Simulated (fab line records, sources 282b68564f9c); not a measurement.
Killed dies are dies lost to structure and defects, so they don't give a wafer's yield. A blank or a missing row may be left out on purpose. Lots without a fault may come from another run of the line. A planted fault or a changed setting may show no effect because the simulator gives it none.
Split-lot experiment | flow rit_cmos | 5 lots, 23 wafers read, on a route of 202 steps

THE SPLIT
At RIT_NLDD_COAT_01 (resist thk 1000 nm), the setting resist_thk_nm was moved away from the recipe's 1000 nm on 7 of the 23 wafers read, by -5.4% to -2.2%. The other wafers ran this setting at the recipe's value.

FROM THE SPLIT TO THE READING: what the file shows between them, 3 steps
- RIT_NLDD_SOFTBAKE_02: time 60 s
- RIT_NLDD_EXPOSE_03: exposes mask M7, target cd 40700 nm
- RIT_NLDD_DEVELOP_05: develop time 50 s

THE READING
NOVOLAK_of_NLDD_COAT_01.thk_nm (the simulator's own value, which no gauge read), in nm, at RIT_NLDD_HARDBAKE_07 (time 60 s). The file gives no usual value for it. The 16 wafers here that ran the recipe average 883.9 nm, standard deviation 2 nm.

wafer  | tool, chamber at the split | resist_thk_nm as run, nm | against the recipe | NOVOLAK_of_NLDD_COAT_01.thk_nm, nm | against lot-mates on the recipe
L074.1 | litho_track-03, 0          | 1000                     | recipe             | 881.6                              | -
L074.2 | litho_track-03, 0          | 1000                     | recipe             | 881.2                              | -
L074.3 | litho_track-03, 0          | 1000                     | recipe             | 882.5                              | -
L074.4 | litho_track-03, 0          | 978.2                    | -2.2%              | 861.1                              | -20.7
L074.6 | litho_track-03, 0          | 978.2                    | -2.2%              | 862                                | -19.8
L078.1 | litho_track-03, 0          | 1000                     | recipe             | 886.4                              | -
L078.2 | litho_track-03, 0          | 945.9                    | -5.4%              | 840.8                              | -45.9
L078.4 | litho_track-03, 0          | 945.9                    | -5.4%              | 840                                | -46.7
L078.5 | litho_track-03, 0          | 1000                     | recipe             | 885.3                              | -
L078.6 | litho_track-03, 0          | 1000                     | recipe             | 888.4                              | -
L081.2 | litho_track-03, 0          | 1000                     | recipe             | 884                                | -
L081.3 | litho_track-03, 0          | 1000                     | recipe             | 883.3                              | -
L081.6 | litho_track-03, 0          | 1000                     | recipe             | 883.9                              | -
L082.1 | litho_track-01, 0          | 958.5                    | -4.1%              | 847.7                              | -34.4
L082.3 | litho_track-01, 0          | 1000                     | recipe             | 881.9                              | -
L082.4 | litho_track-01, 0          | 958.5                    | -4.1%              | 848.8                              | -33.3
L082.5 | litho_track-01, 0          | 1000                     | recipe             | 882.3                              | -
L082.6 | litho_track-01, 0          | 958.5                    | -4.1%              | 847.8                              | -34.3
L085.1 | litho_track-04, 0          | 1000                     | recipe             | 886.6                              | -
L085.2 | litho_track-04, 0          | 1000                     | recipe             | 885.1                              | -
L085.4 | litho_track-04, 0          | 1000                     | recipe             | 884                                | -
L085.5 | litho_track-04, 0          | 1000                     | recipe             | 884.3                              | -
L085.6 | litho_track-04, 0          | 1000                     | recipe             | 882.3                              | -

THE FIT
A straight line over all 23 wafers: NOVOLAK_of_NLDD_COAT_01.thk_nm changes by +8.41 nm for each +1% of resist_thk_nm; r = +0.99; the points scatter about the line by 2.2 nm.
The same after taking each lot's own level away (the mean of its wafers on the recipe; 23 wafers): +8.44 nm for each +1%; r = +1.00; scatter 1.2 nm.
On that fit, the largest move of resist_thk_nm shifts the reading by 46 nm.
The lots' own levels span 881.77 to 886.70 nm, that is 2.5 times the standard deviation above.
So the lot-to-lot level changes the slope little: the two slopes agree.
Check: with one of the wafers moved furthest among these (-5.4%) left out of the fit, the line predicts -45.7 nm for it against its lot-mates. It came out at -45.9 nm against them.

OTHER SPLITS ON THESE WAFERS
These wafers also went through other splits before the reading. Each is held against what the fit with the lots' levels taken away leaves over:
other split on the same wafers      | wafers away from the commonest value | r with NOVOLAK_of_NLDD_COAT_01.thk_nm (lot level and that fit taken away)
RIT_ACTIVE_OXIDATION_01 temp_c      | 15                                   | -0.03
RIT_ACTIVE_CVD_03 sih2cl2_flow_sccm | 18                                   | +0.27
RIT_ACTIVE_DEVELOP_10 dev_temp_c    | 9                                    | -0.12
RIT_FOX1_OXIDATION_00 ox_time_s     | 10                                   | +0.11
RIT_NWELL_SOFTBAKE_02 temp_c        | 4                                    | -0.02
RIT_NWELL_IMPLANT_08 energy_kev     | 7                                    | -0.04
RIT_PWELL_IMPLANT_08 energy_kev     | 6                                    | +0.20
RIT_NRETRO_IMPLANT_08 dose_cm2      | 6                                    | -0.26
RIT_PRETRO_SOFTBAKE_02 temp_c       | 7                                    | -0.35
RIT_GATE_OXIDATION_05 temp_c        | 5                                    | -0.08

THE WHOLE CHAIN: every reading that the file lists as answering this split, in the file's order
step                 | what it does       | reading                                                                         | change (the file's fit)              | r (the file's)
RIT_NLDD_COAT_01     | resist thk 1000 nm | NOVOLAK_of_NLDD_COAT_01.thk_nm (the simulator's own value, which no gauge read) | +9.72 nm for each +1% of the setting | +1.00
RIT_NLDD_HARDBAKE_07 | time 60 s          | NOVOLAK_of_NLDD_COAT_01.thk_nm (the simulator's own value, which no gauge read) | +8.5 nm for each +1% of the setting  | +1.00

THE FILE'S OWN FIT
NOVOLAK_of_NLDD_COAT_01.thk_nm changes by +8.5 nm for each +1% of resist_thk_nm, r = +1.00.
